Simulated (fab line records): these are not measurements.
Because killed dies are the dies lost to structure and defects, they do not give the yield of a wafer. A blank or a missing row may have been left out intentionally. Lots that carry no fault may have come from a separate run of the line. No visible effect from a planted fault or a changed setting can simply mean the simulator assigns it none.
fab line records | flow berkeley-cmos170
record lots=15 wafers=45 last-day=11
route steps=331 shown ZERO@12 NWELL@14 ACTIVE@66 PFIELD@87
lots with no fault: from the same line, run without faults
start-h: hours from the record's first day to the start of the lot's first wafer shown | wait-h: how many hours have passed since the lot's step before this one | " the same as in the row above | L1.1+2: one row covering several wafers at once | - no value present, or no start provided | * or withheld: withheld | < > ~ a bound
route shown NAME@n: names a module that has steps shown in the file, with the first one's number in the route | usual: mean/standard deviation taken from wafers without a fault | same: alike in all rows | chamber/n: place in a boat | sites: the reading at each site | _std_site: standard deviation across them | _edge_site: inner sites' mean taken away from outer sites' mean | radius-mm: how far each site lies from the wafer's centre | mask NAME#n: copy n | behind: the last tool/chamber to shape the wafer | hold: cause of the lot's hold/its duration in hours/its outcome | device: transistor that didn't switch, given as n, p or np | end of line: at the end of the route, the tests of the same wafers | a step without rows: its recipe alone | killed: not the wafer's yield, but the dies lost to structure and defects at the first sort | map: the dies of a wafer, with x for killed, . for not killed, _ for no die there
set.NAME: the run value of the setting; set.NAME@STEP: its run value at that earlier step | model.NAME: the simulator's own value behind a step, which no gauge read
a sample of lots followed through the steps of the route, with each step as a table and each wafer as a row
services: a tool's chamber out of use, with start hour (start-h, from the record's first day; less than 0 if before it), hours out, and reason
## steps
# step UCB170_ZERO_ETCH_06
# recipe chemistry=CHF3/CF4/Ar target=SiO2 time-s=12 pressure-mtorr=100 rf-w=500 CHF3_flow_sccm=50 cf4-flow-sccm=10 Ar_flow_sccm=120 over-etch-frac=1.58
# usual CHF3_flow_sccm=50.00/0.16 cf4-flow-sccm=10.000/0.029 drypump-motor-current-A=5.7/0.43 oes-product-au=0.615/0.011 throttle-valve-pct=9.24/0.12
# columns lot.wafer tool chamber start-h wait-h CHF3_flow_sccm cf4-flow-sccm drypump-motor-current-A oes-product-au rf-hours-counter-h throttle-valve-pct
L604.1 rie-diel-03 2 22.39 - 49.76 9.994 5.6 0.621 82 9.26
L604.2 " 1 " " 49.90 10.008 5.4 0.606 171 9.23
L604.5 " 0 " " 49.96 9.950 5.3 0.596 - 9.20
L605.1 rie-diel-02 3 29.23 - 49.97 10.002 6.0 0.607 36 9.29
L605.3 " 0 " " 49.99 10.054 5.3 0.627 118 9.23
L605.5 " 2 " " 49.99 9.982 6.3 0.618 - 9.37
L607.2 rie-diel-03 1 37.90 - 49.86 9.984 5.3 0.606 172 9.23
L607.3 " 3 " " 50.02 9.964 6.5 0.620 124 9.40
L607.5 " 1 " " 49.99 9.998 5.4 0.607 - 9.22
L608.1 rie-diel-01 1 45.50 - 50.02 10.009 6.0 0.605 61 8.95
L608.3 " 0 " " 50.09 9.987 5.2 0.636 30 9.39
L608.6 " 3 " " 50.14 10.030 5.6 0.622 - 9.09
L610.3 rie-diel-01 0 51.32 - 49.93 10.005 5.2 0.629 30 9.37
L610.4 " 1 " " 50.19 9.889 6.0 0.599 61 8.96
L610.5 " 3 " " 50.09 9.970 5.6 0.624 - 9.08
L611.1 rie-diel-01 3 61.90 - 49.82 10.032 5.6 0.623 5 9.10
L611.4 " 0 " " 49.61 10.017 5.3 0.629 31 9.38
L611.5 " 2 " " 49.97 10.045 6.1 0.609 - 9.27
L612.2 rie-diel-02 2 71.13 - 50.34 9.918 6.2 0.620 121 9.36
L612.4 " 2 " " 49.87 9.933 6.3 0.619 - 9.37
L612.5 " 0 " " 50.12 10.001 5.3 0.628 - 9.24
L613.1 rie-diel-03 3 71.43 - 49.96 10.004 6.6 0.610 127 9.39
L613.2 " 1 " " 49.97 10.021 5.4 0.625 0 9.22
L613.5 " 0 " " 49.80 9.990 5.3 0.599 - 9.22
L615.1 rie-diel-01 2 79.29 - 50.06 9.967 6.1 0.607 1 9.27
L615.4 " 3 " " 49.94 9.996 5.6 0.623 5 9.10
L615.6 " 2 " " 50.26 10.004 6.2 0.611 - 9.26
L618.1 rie-diel-03 3 96.63 - 50.03 10.023 6.5 0.611 128 9.41
L618.4 " 0 " " 49.78 9.981 5.3 0.595 104 9.21
L618.5 " 1 " " 50.12 10.041 5.4 0.624 - 9.23
L619.3 rie-diel-02 2 100.97 - 49.97 10.003 6.3 0.619 122 9.37
L619.4 " 3 " " 49.96 9.993 6.0 0.605 38 9.29
L619.5 " 1 " " 49.68 9.981 5.6 0.611 - 9.26
L620.1 rie-diel-03 0 107.03 - 50.00 10.028 5.3 0.596 104 9.21
L620.2 " 1 " " 50.16 10.061 5.3 0.613 2 9.23
L620.6 " 3 " " 50.07 9.986 6.6 0.607 - 9.40
L624.1 rie-diel-01 2 125.01 - 49.82 9.985 6.1 0.606 2 9.29
L624.3 " 0 " " 49.99 9.994 5.3 0.628 32 9.37
L624.6 " 3 " " 49.91 10.012 5.6 0.629 - 9.09
L625.1 rie-diel-01 1 131.67 - 50.02 10.075 6.0 0.601 63 8.95
L625.2 " 0 " " 49.98 10.006 5.3 0.624 32 9.37
L625.5 " 3 " " 49.98 10.046 5.6 0.619 - 9.09
L626.1 rie-diel-01 2 132.08 - 49.95 10.008 6.1 0.602 2 9.27
L626.2 " 1 " " 50.12 10.015 6.1 0.601 63 8.97
L626.5 " 2 " " 50.01 10.018 6.1 0.602 - 9.28
# step UCB170_NWELL_WET_ETCH_00
# recipe chemistry=dHF dilution=25:1 target=SiO2 temp-c=25 time-s=200
# usual bath-heat-duty-pct=6.4/0.78 run-length-s=227/3.3 temp-c=24.99/0.094
# columns lot.wafer tool chamber start-h wait-h bath-heat-duty-pct run-length-s temp-c
L604.1 wet-bench-02 3 26.21 3.8 6.7 226 24.99
L604.2 " 3 " " 7.7 226 24.90
L604.5 " 3 " " 7.5 226 24.95
L605.1 wet-bench-01 1 30.57 1.3 6.4 224 25.07
L605.3 " 1 " " 8.1 224 25.03
L605.5 " 1 " " 6.7 224 25.01
L607.2 wet-bench-01 2 38.02 0.1 6.6 227 24.89
L607.3 " 2 " " 7.5 227 24.88
L607.5 " 2 " " 6.0 227 24.89
L608.1 wet-bench-02 2 45.62 0.1 5.3 233 24.91
L608.3 " 2 " " 5.2 233 25.07
L608.6 " 2 " " 5.3 233 24.94
L610.3 wet-bench-04 3 51.54 0.1 7.5 227 25.00
L610.4 " 3 " " 7.0 227 24.91
L610.5 " 3 " " 7.9 227 24.92
L611.1 wet-bench-02 1 62.03 0.1 5.8 226 24.96
L611.4 " 1 " " 6.3 226 24.95
L611.5 " 1 " " 5.5 226 24.81
L612.2 wet-bench-02 1 71.26 0.1 6.5 227 24.95
L612.4 " 1 " " 5.1 227 24.94
L612.5 " 1 " " 5.7 227 24.97
L613.1 wet-bench-01 1 71.62 0.1 6.5 231 25.04
L613.2 " 1 " " 7.0 231 24.99
L613.5 " 1 " " 6.1 231 24.91
L615.1 wet-bench-01 2 79.42 0.1 5.5 226 25.08
L615.4 " 2 " " 6.3 226 25.12
L615.6 " 2 " " 6.3 226 25.15
L618.1 wet-bench-01 2 96.76 0.1 - - -
L618.4 " 2 " " - - -
L618.5 " 2 " " - - -
L619.3 wet-bench-01 2 101.09 0.0 - - -
L619.4 " 2 " " - - -
L619.5 " 2 " " - - -
L620.1 wet-bench-02 1 108.06 1.0 - - -
L620.2 " 1 " " - - -
L620.6 " 1 " " - - -
L624.1 wet-bench-02 3 126.66 1.6 5.9 233 25.17
L624.3 " 3 " " 6.7 233 25.11
L624.6 " 3 " " 6.6 233 24.94
L625.1 wet-bench-04 2 131.83 0.1 5.4 225 24.94
L625.2 " 2 " " 6.1 225 24.95
L625.5 " 2 " " 5.6 225 24.96
L626.1 wet-bench-04 0 132.20 0.1 7.1 224 24.94
L626.2 " 0 " " 8.0 224 24.92
L626.5 " 0 " " 7.0 224 25.08
# step UCB170_ACTIVE_THK_MEAS_06
# recipe reads=Si3N4_of_ACTIVE_CVD_05
# usual ACTIVE_NITRIDE_THK=220.1/2.3
# columns lot.wafer tool chamber start-h wait-h ACTIVE_NITRIDE_THK[nm]
L604.1 film-metro-03 - 86.11 0.0 215.1
L604.2 " - " " 212.7
L604.5 " - " " 214.3
L605.1 film-metro-01 - 89.24 0.0 218.0
L605.3 " - " " 218.6
L605.5 " - " " 218.4
L607.2 film-metro-04 - 96.39 0.0 222.0
L607.3 " - " " 221.6
L607.5 " - " " 224.4
L610.3 film-metro-03 - 111.02 0.0 218.7
L610.4 " - " " 219.7
L610.5 " - " " 220.1
L608.1 film-metro-03 - 111.06 0.1 217.8
L608.3 " - " " 218.5
L608.6 " - " " 221.1
L611.1 film-metro-03 - 129.30 0.0 219.4
L611.4 " - " " 219.2
L611.5 " - " " 218.7
L613.1 film-metro-01 - 133.85 0.0 222.8
L613.2 " - " " 222.5
L613.5 " - " " 222.0
L612.2 film-metro-04 - 133.86 0.0 218.3
L612.4 " - " " 219.0
L612.5 " - " " 219.1
L615.1 film-metro-01 - 139.05 0.0 219.5
L615.4 " - " " 220.2
L615.6 " - " " 220.9
L624.1 film-metro-03 - 181.96 0.0 224.3
L624.3 " - " " 221.0
L624.6 " - " " 223.1
L625.1 film-metro-04 - 181.96 0.0 219.7
L625.2 " - " " 221.0
L625.5 " - " " 220.2
L626.1 film-metro-04 - 182.02 0.1 222.6
L626.2 " - " " 223.0
L626.5 " - " " 222.3
# step UCB170_PFIELD_STRIP_08
# recipe chemistry=O2 power-w=400 pressure-mtorr=3500 platen-temp-c=withheld o2-flow-sccm=400 overash-fraction=0.5
# usual drypump-motor-current-A=5.9/0.39 oes-product-au=0.734/0.0043 strip-time-to-endpoint-s=21.62/0.063
# columns lot.wafer tool chamber start-h wait-h drypump-motor-current-A oes-product-au rf-hours-counter-h strip-time-to-endpoint-s
L604.1 plasma-asher-04 0 88.72 0.1 5.7 0.726 22 21.62
L604.2 " 1 " " 5.7 0.730 22 21.63
L604.5 " 1 " " 5.7 0.736 - 21.60
L605.1 plasma-asher-04 1 91.99 0.1 5.7 0.744 22 21.60
L605.3 " 1 " " 5.7 0.733 - 21.60
L605.5 " 0 " " 5.7 0.734 - 21.64
L607.2 plasma-asher-04 1 99.09 0.1 5.7 0.737 23 21.66
L607.3 " 1 " " 5.7 0.731 - 21.54
L607.5 " 1 " " 5.7 0.733 - 21.53
L610.3 plasma-asher-04 0 114.25 0.1 5.8 0.732 - 21.55
L610.4 " 1 " " 5.7 0.737 - 21.60
L610.5 " 0 " " 5.8 0.739 - 21.71
L608.1 plasma-asher-03 1 114.68 0.1 5.3 0.731 42 21.59
L608.3 " 1 " " 5.3 0.735 - 21.61
L608.6 " 1 " " 5.3 0.728 - 21.64
L611.1 plasma-asher-01 1 133.69 0.1 5.7 0.736 2 21.63
L611.4 " 1 " " 5.7 0.734 - 21.63
L611.5 " 1 " " 5.7 0.733 - 21.67
L613.1 plasma-asher-01 1 138.04 0.1 5.6 0.731 2 21.63
L613.2 " 0 " " 6.4 0.736 2 21.67
L613.5 " 1 " " 5.7 0.729 - 21.71
L612.2 plasma-asher-03 1 138.32 0.1 5.3 0.729 45 21.52
L612.4 " 1 " " 5.3 0.739 - 21.51
L612.5 " 0 " " 6.5 0.725 - 21.52
L615.1 plasma-asher-04 1 143.59 0.1 5.7 0.738 28 21.74
L615.4 " 1 " " 5.7 0.729 - 21.64
L615.6 " 0 " " 5.8 0.742 - 21.67
L625.1 plasma-asher-01 0 186.56 0.1 6.5 0.728 8 21.58
L625.2 " 1 " " 5.7 0.732 8 21.64
L625.5 " 1 " " 5.7 0.731 - 21.63
L624.1 plasma-asher-04 1 187.02 0.1 5.7 0.737 33 21.64
L624.3 " 1 " " 5.7 0.738 - 21.68
L624.6 " 1 " " 5.7 0.735 - 21.68
L626.1 plasma-asher-01 1 187.11 0.1 5.7 0.743 8 21.62
L626.2 " 0 " " 6.4 0.737 8 21.63
L626.5 " 1 " " 5.6 0.725 - 21.58
## services
# columns tool chamber start-h hours kind
plasma-asher-01 - 13.90 1.0 repair
rie-diel-03 2 29.65 8.3 repair
plasma-asher-04 - 32.54 17.2 pm
rie-diel-01 2 37.17 - clean
rie-diel-01 2 37.17 11.1 scheduled-down
rie-diel-01 2 37.17 11.1 vent-cycle
rie-diel-01 - 40.96 0.2 repair
rie-diel-03 1 51.22 - clean
rie-diel-03 1 51.22 15.3 scheduled-down
rie-diel-03 1 51.22 15.3 vent-cycle
rie-diel-02 3 62.97 25.6 repair
rie-diel-01 - 81.50 32.7 repair
rie-diel-03 2 83.56 1.8 repair
plasma-asher-03 - 84.24 9.9 repair
rie-diel-03 - 88.25 0.6 repair
plasma-asher-03 - 100.65 0.7 repair
plasma-asher-01 - 108.75 9.0 pm
plasma-asher-01 0 108.75 9.0 vent-cycle
plasma-asher-01 1 108.75 9.0 vent-cycle
rie-diel-02 - 123.01 2.8 pm
rie-diel-01 2 136.74 2.4 repair
rie-diel-03 - 137.31 2.6 repair
rie-diel-02 - 150.37 14.6 pm
plasma-asher-04 - 179.09 1.3 repair
## key
first-sign step=UCB170_NWELL_WET_ETCH_00 reading=tool-record direction=missing
effect none on later readings
met-at UCB170_NWELL_WET_ETCH_00
struck-lots L618,L619,L620
later-rows-left-out L618.1,L618.4,L618.5,L619.3,L619.4,L619.5,L620.1,L620.2,L620.6
sort-left-out L618.1,L618.4,L618.5,L619.3,L619.4,L619.5,L620.1,L620.2,L620.6
tester-left-out L618,L619,L620
not-acting-at UCB170_ZERO_ETCH_06,UCB170_ACTIVE_THK_MEAS_06,UCB170_PFIELD_STRIP_08
onset-between 79.42 96.76
fault kind=skipped-step-whole tool=wet-bench-01,wet-bench-02 chamber=- onset-h=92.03 steps=UCB170_NWELL_WET_ETCH_00 scope=struck-lots-only
# tester-left-out: of these lots the tester's yield and bins aren't shown, on N5 and GAA mostly nor the transistor test; their killed dies are dies lost to structure and defects alone, not to doping, threshold or leakage, so they don't give the yield
# sort-left-out: the simulated sort isn't trusted on such a fault, so these wafers' sort isn't shown, and their yield isn't known
# later-rows-left-out: the simulator's readings of these wafers behind a module that went badly wrong aren't trusted and aren't shown, but for the sort
